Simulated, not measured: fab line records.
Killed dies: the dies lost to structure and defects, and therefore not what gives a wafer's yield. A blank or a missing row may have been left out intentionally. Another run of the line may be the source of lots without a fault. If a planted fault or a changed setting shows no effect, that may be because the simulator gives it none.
A struck lot beside a sound one    flow rit cmos    43 steps out of a route of 202
Sound: these wafers, L221.3, L221.4, L221.6. Wafers struck: L231.1, L231.5, L231.6. The cause comes at the end.
At each step with rows: each side's tool, then ch and its chambers, then its first start. Under that, the readings that differ: sound wafers    struck wafers    difference of the means    sigmas: that difference in standard deviations of wafers without a fault.
alike: readings whose means differ by less than 2 such deviations, and words and numbers that are the same on both sides. not compared: withheld readings, readings that some wafer has no value for, bounds like >300 that may hide the same value, and numbers for which the record gives no deviation and whose values overlap.
A row with sigmas, a row that says differs or no value, or rows on one side alone: a step with any of these is where the two part. Non-overlapping numbers with no deviation appear without sigmas and do not part them. Lack of a reading on every wafer of one side parts them only where that side has two or more wafers.

first, 2 steps without rows for these wafers: RIT_SDANNEAL_CLEAN_02 (cleans in SC2, time 600 s); RIT_SDANNEAL_RTA_03 (time 5 s).
RIT_SDANNEAL_RS_MEAS_04: a four-point-probe measurement.
  sound: film metro-01 at day 3 16:13; struck: film metro-03 at day 5 22:53
  alike: PSD_RS
RIT_SDANNEAL_RS_MEAS_05: a four-point-probe measurement.
  sound: film metro-01 at day 3 16:20; struck: film metro-03 at day 5 23:00
  alike: NSD_RS
RIT_SDANNEAL_RS_MEAS_06: a four-point-probe measurement.
  sound: film metro-01 at day 3 16:28; struck: film metro-03 at day 5 23:07
  alike: PLDD_RS
RIT_SDANNEAL_RS_MEAS_07: a four-point-probe measurement.
  sound: film metro-01 at day 3 16:35; struck: film metro-03 at day 5 23:14
  alike: NLDD_RS
then, 2 steps without rows for these wafers: RIT_SILICIDE_WET_ETCH_00 (etches SiO2 in BOE, target depth 14 nm, time 14.28 s); RIT_SILICIDE_SPUTTER_01 (material Ti, target thk 30 nm, time 240 s).
RIT_SILICIDE_RS_MEAS_02: a four-point-probe measurement.
  sound: film metro-04 at day 3 16:52; struck: film metro-04 at day 5 23:32
  alike: SILICIDE_TI_RS
RIT_SILICIDE_THK_MEAS_03: measures by xrf.
  sound: film metro-04 at day 3 16:58; struck: film metro-04 at day 5 23:39
  alike: SILICIDE_TI_THK
then, 2 steps without rows for these wafers: RIT_SILICIDE_RTA_04 (time 10 s, ramp up 5 s, ramp down 5 s); RIT_SILICIDE_WET_ETCH_05 (etches Ti in SPM, time 120 s).
RIT_SILICIDE_RTA_06: time 10 s, ramp up 5 s, ramp down 10 s.
  sound on rtp anneal-02 ch 0, day 3 17:09; struck on rtp anneal-02 ch 0, day 5 23:49
  alike: wafer_temp_C_max
RIT_CONTACT_CVD_00: deposits SiO2 from TEOS, target thk 400 nm, time 59.47 s.
  sound on pecvd-04 ch 0,2, day 3 17:14; struck on pecvd-03 ch 0,1,2, day 5 23:53
  alike: heater power w
RIT_CONTACT_THK_MEAS_01:
  sound: film metro-04 at day 3 17:19; struck: film metro-03 at day 5 23:56
  alike: CONTACT_TEOS_THK
then, 6 steps without rows for these wafers: RIT_CONTACT_HMDS_02 (prime time 60 s); RIT_CONTACT_COAT_03 (resist thk 1000 nm); RIT_CONTACT_SOFTBAKE_04 (time 60 s); RIT_CONTACT_EXPOSE_05 (exposes mask M11, target cd 1000 nm); RIT_CONTACT_PEB_06; RIT_CONTACT_DEVELOP_07 (develop time 120 s).
RIT_CONTACT_CD_MEAS_08: the cd target is 1000 nm.
  sound: cd sem-01 at day 3 18:40; struck: cd sem-01 at day 6 01:05
  alike: cd nm
RIT_CONTACT_OVL_MEAS_09:
  sound: overlay-02 at day 3 18:45; struck: overlay-02 at day 6 01:12
  alike: CONTACT_OVL
then, 1 step without rows for these wafers: RIT_CONTACT_HARDBAKE_10 (time 60 s).
RIT_CONTACT_ETCH_11: etches SiO2 in CHF3/CF4/Ar, stops on TiSi2, target depth 480 nm, time 320 s.
  sound on rie diel-02 ch 0,1,2, day 3 18:55; struck on rie diel-02 ch 1,2, day 6 01:23
  alike: drypump motor current A, oes product au, throttle valve pct
  not compared: rf hours counter h
RIT_CONTACT_STRIP_12: strips in O2, time 180 s.
  sound on plasma asher-01 ch 0,1, day 3 19:10; struck on plasma asher-01 ch 0,1, day 6 01:35
  alike: drypump motor current A
  not compared: rf hours counter h
RIT_CONTACT_CD_MEAS_90: the cd target is 1000 nm.
  sound: cd sem-01 at day 3 19:20; struck: cd sem-02 at day 6 01:46
  alike: cd nm
then, 2 steps without rows for these wafers: RIT_CONTACT_CLEAN_13 (cleans in SC1, time 600 s); RIT_CONTACT_CLEAN_14 (cleans in SC2, time 600 s).
RIT_M1_SPUTTER_00: material Al, target thk 400 nm, time 500 s.
  sound: pvd sputter-04 at day 3 19:46; struck: pvd sputter-02 at day 6 02:14
  alike: substrate temp c, throttle valve pct
RIT_M1_RS_MEAS_01: a four-point-probe measurement.
  sound: film metro-01 at day 3 20:06; struck: film metro-03 at day 6 02:32
  alike: M1_AL_RS
RIT_M1_THK_MEAS_02: measures by xrf.
  sound: film metro-01 at day 3 20:12; struck: film metro-03 at day 6 02:40
  alike: M1_AL_THK
then, 6 steps without rows for these wafers: RIT_M1_HMDS_03 (prime time 60 s); RIT_M1_COAT_04 (resist thk 1300 nm); RIT_M1_SOFTBAKE_05 (time 60 s); RIT_M1_EXPOSE_06 (exposes mask M12, target cd 2600 nm); RIT_M1_PEB_07; RIT_M1_DEVELOP_08 (develop time 64.68 s).
RIT_M1_CD_MEAS_09: the cd target is 2600 nm.
  sound: cd sem-02 at day 3 21:17; struck: cd sem-01 at day 6 03:45
reading     sound                 struck                difference  sigmas
cd nm (nm)  2597.1 2597.3 2597.4  2602.5 2601.3 2603.5  +5.2        +2
RIT_M1_OVL_MEAS_10:
  sound: overlay-02 at day 3 21:22; struck: overlay-02 at day 6 03:52
  alike: M1_OVL
then, 1 step without rows for these wafers: RIT_M1_HARDBAKE_11 (time 120 s).
RIT_M1_METAL_ETCH_12: etches Al in Cl2/BCl3, stops on SiO2, time 165 s, target depth 600 nm.
  sound on rie metal-01 ch 0,1, day 3 21:42; struck on rie metal-03 ch 0,1, day 6 04:20
  alike: bcl3 flow sccm, drypump motor current A, oes product au, throttle valve pct
  not compared: rf hours counter h
RIT_M1_PROBE_99:
  sound: prober-01 at day 4 00:00; struck: prober-02 at day 6 06:35
reading                            sound              struck             difference  sigmas
model.etest.npoly sal.rs ohm sq    4.313 4.381 4.364  4.309 4.239 4.235  -0.092      
model.etest.pplus sal.rs ohm sq    4.277 4.368 4.323  4.254 4.241 4.221  -0.084      
model.etest.nplus sal.rs ohm sq    4.262 4.335 4.286  4.248 4.197 4.165  -0.091      
model.etest.pplus sal.line ohm um  1.261 1.269 1.264  1.239 1.223 1.216  -0.039      
  alike: killed at contacts, killed at front end, killed dies, killed open, killed short
  not compared: model.etest.ppoly sal.rs ohm sq

## WHERE THEY PART
RIT_M1_CD_MEAS_09 only, going by this record. Later steps at which nothing parts them and some readings are alike: RIT_M1_OVL_MEAS_10, RIT_M1_METAL_ETCH_12, RIT_M1_PROBE_99.

WHY: whatever the simulator had introduced
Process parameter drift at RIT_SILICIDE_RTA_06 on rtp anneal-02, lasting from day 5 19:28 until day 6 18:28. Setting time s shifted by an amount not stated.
